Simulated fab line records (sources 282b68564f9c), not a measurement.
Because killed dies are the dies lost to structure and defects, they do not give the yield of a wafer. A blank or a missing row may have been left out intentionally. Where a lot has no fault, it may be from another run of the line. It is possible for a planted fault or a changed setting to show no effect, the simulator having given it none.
Which tool is to blame? :: flow rit-cmos :: 42 wafers from 14 lots sampled at 2 of the route's 202 steps

## WHAT THE GAUGES SHOWED, per wafer
RIT_PRETRO_TW_MEAS_10. Usual: for PRETRO_TW the level is 477 and the standard deviation is 3.9.
lot: L454
measured: day 2 11:13
on: film-metro-03
PRETRO_TW: 474 477 475
flag: 

lot: L456
measured: day 2 20:29
on: film-metro-03
PRETRO_TW: 476 474 473
flag: 

lot: L458
measured: day 3 06:35
on: film-metro-01
PRETRO_TW: 480 482 482
flag: 

lot: L459
measured: day 3 09:55
on: film-metro-02
PRETRO_TW: 473 474 473
flag: 

lot: L460
measured: day 3 15:13
on: film-metro-01
PRETRO_TW: 479 484 480
flag: 

lot: L461
measured: day 3 21:57
on: film-metro-02
PRETRO_TW: 468 469 471
flag: 

lot: L462
measured: day 4 03:02
on: film-metro-01
PRETRO_TW: 479 481 480
flag: 

lot: L463
measured: day 4 08:48
on: film-metro-01
PRETRO_TW: 481 481 482
flag: 

lot: L464
measured: day 4 12:04
on: film-metro-01
PRETRO_TW: 481 480 481
flag: 

lot: L466
measured: day 4 22:20
on: film-metro-01
PRETRO_TW: 483 482 482
flag: 

lot: L467
measured: day 5 00:46
on: film-metro-02
PRETRO_TW: 476 473 471
flag: 

lot: L468
measured: day 5 06:31
on: film-metro-01
PRETRO_TW: 511 510 511
flag: OFF

lot: L469
measured: day 5 12:34
on: film-metro-03
PRETRO_TW: 506 505 507
flag: OFF

lot: L470
measured: day 5 17:32
on: film-metro-02
PRETRO_TW: 473 473 475
flag: 

## WHAT TOOL EACH LOT RAN ON (gives the tool, then ch and the chambers of the sampled wafers, and finally the start)
lot: L454
RIT_PRETRO_IMPLANT_08: implanter-01 ch 0, day 2 10:55

lot: L456
RIT_PRETRO_IMPLANT_08: implanter-02 ch 0, day 2 20:11

lot: L458
RIT_PRETRO_IMPLANT_08: implanter-02 ch 0, day 3 06:16

lot: L459
RIT_PRETRO_IMPLANT_08: implanter-02 ch 0, day 3 09:35

lot: L460
RIT_PRETRO_IMPLANT_08: implanter-04 ch 0, day 3 14:55

lot: L461
RIT_PRETRO_IMPLANT_08: implanter-01 ch 0, day 3 21:38

lot: L462
RIT_PRETRO_IMPLANT_08: implanter-02 ch 0, day 4 02:42

lot: L463
RIT_PRETRO_IMPLANT_08: implanter-01 ch 0, day 4 08:29

lot: L464
RIT_PRETRO_IMPLANT_08: implanter-02 ch 0, day 4 11:46

lot: L466
RIT_PRETRO_IMPLANT_08: implanter-01 ch 0, day 4 22:01

lot: L467
RIT_PRETRO_IMPLANT_08: implanter-01 ch 0, day 5 00:28

lot: L468
RIT_PRETRO_IMPLANT_08: implanter-01 ch 0, day 5 06:12

lot: L469
RIT_PRETRO_IMPLANT_08: implanter-01 ch 0, day 5 12:14

lot: L470
RIT_PRETRO_IMPLANT_08: implanter-04 ch 0, day 5 17:13
- RIT_PRETRO_IMPLANT_08

## AS READ BY THE TOOLS THEMSELVES (means over the sampled wafers that have a number; for cases with no such wafer, the mark the record gives instead)
RIT_PRETRO_IMPLANT_08. Usual: beam-on-s 9.99 s, standard deviation 0.19; end-station-pressure-torr 5.02e-06 Torr, standard deviation 2.7e-07; faraday-current-uA 38.1, standard deviation 0.73.
lot: L454
tool: implanter-01
beam-on-s (s): 10.04
end-station-pressure-torr (Torr): 5.04e-06
faraday-current-uA: 37.9
flag: 

lot: L456
tool: implanter-02
beam-on-s (s): 9.98
end-station-pressure-torr (Torr): 4.84e-06
faraday-current-uA: 38.0
flag: 

lot: L458
tool: implanter-02
beam-on-s (s): 9.86
end-station-pressure-torr (Torr): 5.06e-06
faraday-current-uA: 38.5
flag: 

lot: L459
tool: implanter-02
beam-on-s (s): 9.99
end-station-pressure-torr (Torr): 5.17e-06
faraday-current-uA: 38.1
flag: 

lot: L460
tool: implanter-04
beam-on-s (s): 10.05
end-station-pressure-torr (Torr): 5.09e-06
faraday-current-uA: 37.9
flag: 

lot: L461
tool: implanter-01
beam-on-s (s): 10.09
end-station-pressure-torr (Torr): 4.81e-06
faraday-current-uA: 37.6
flag: 

lot: L462
tool: implanter-02
beam-on-s (s): 10.11
end-station-pressure-torr (Torr): 5.07e-06
faraday-current-uA: 37.6
flag: 

lot: L463
tool: implanter-01
beam-on-s (s): 10.12
end-station-pressure-torr (Torr): 5.12e-06
faraday-current-uA: 37.6
flag: 

lot: L464
tool: implanter-02
beam-on-s (s): 10.02
end-station-pressure-torr (Torr): 4.97e-06
faraday-current-uA: 38.1
flag: 

lot: L466
tool: implanter-01
beam-on-s (s): 10.04
end-station-pressure-torr (Torr): 5.23e-06
faraday-current-uA: 37.9
flag: 

lot: L467
tool: implanter-01
beam-on-s (s): 9.74
end-station-pressure-torr (Torr): 5.02e-06
faraday-current-uA: 39.0
flag: 

lot: L468
tool: implanter-01
beam-on-s (s): 12.13
end-station-pressure-torr (Torr): 9.78e-05
faraday-current-uA: 31.7
flag: OFF

lot: L469
tool: implanter-01
beam-on-s (s): 12.13
end-station-pressure-torr (Torr): 9.41e-05
faraday-current-uA: 31.7
flag: OFF

lot: L470
tool: implanter-04
beam-on-s (s): 10.03
end-station-pressure-torr (Torr): 4.97e-06
faraday-current-uA: 38.0
flag: 

## THE ANSWER, worked out from the rows above alone
Rule: lot off if the mean of its wafers having a number is beyond 3 standard deviations from the usual mean. Also off: a lot with no number at a reading for which 4 or more lots have one. All remaining lots with rows at the step are treated as sound. First the gauges in route order, then the tools' own readings, where a lot's mean is used as printed above. At the first step where some lot is off, the reading lying furthest off is the one used; lots without a number count as furthest.
Off: L468, L469, seen at RIT_PRETRO_TW_MEAS_10 (PRETRO_TW).
If a tool, at a process step before that reading, ran all the lots that are off and no sound lot after the first of them, it fits. Not tried: the gauges at RIT_PRETRO_TW_MEAS_10; whatever is off there is also off at RIT_PRETRO_IMPLANT_08, on other tools, and gauge error can't account for it. One candidate fits, namely implanter-01 at RIT_PRETRO_IMPLANT_08. Its last sound lot is L467 (day 5 00:28), its first lot that is off L468 (day 5 06:12): a fault that began between those two fits.
The tool's own readings at RIT_PRETRO_IMPLANT_08 bear it out: on the lots that are off they differ by more than 5 times the standard deviation of the sound lots' means. beam-on-s reads 12.13 s there against 10.01 s on the sound lots; end-station-pressure-torr reads 9.60e-05 Torr there against 5.03e-06 Torr on the sound lots; faraday-current-uA reads 31.7 there against 38.0 on the sound lots.

## WHAT THE SIMULATOR HAD PUT IN
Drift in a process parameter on implanter-01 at RIT_PRETRO_IMPLANT_08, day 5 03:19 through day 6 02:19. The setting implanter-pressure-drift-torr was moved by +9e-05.
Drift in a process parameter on implanter-01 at RIT_PRETRO_IMPLANT_08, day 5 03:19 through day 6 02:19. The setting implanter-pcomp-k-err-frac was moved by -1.
Struck lots among those shown: L468, L469. The rule above found the same.
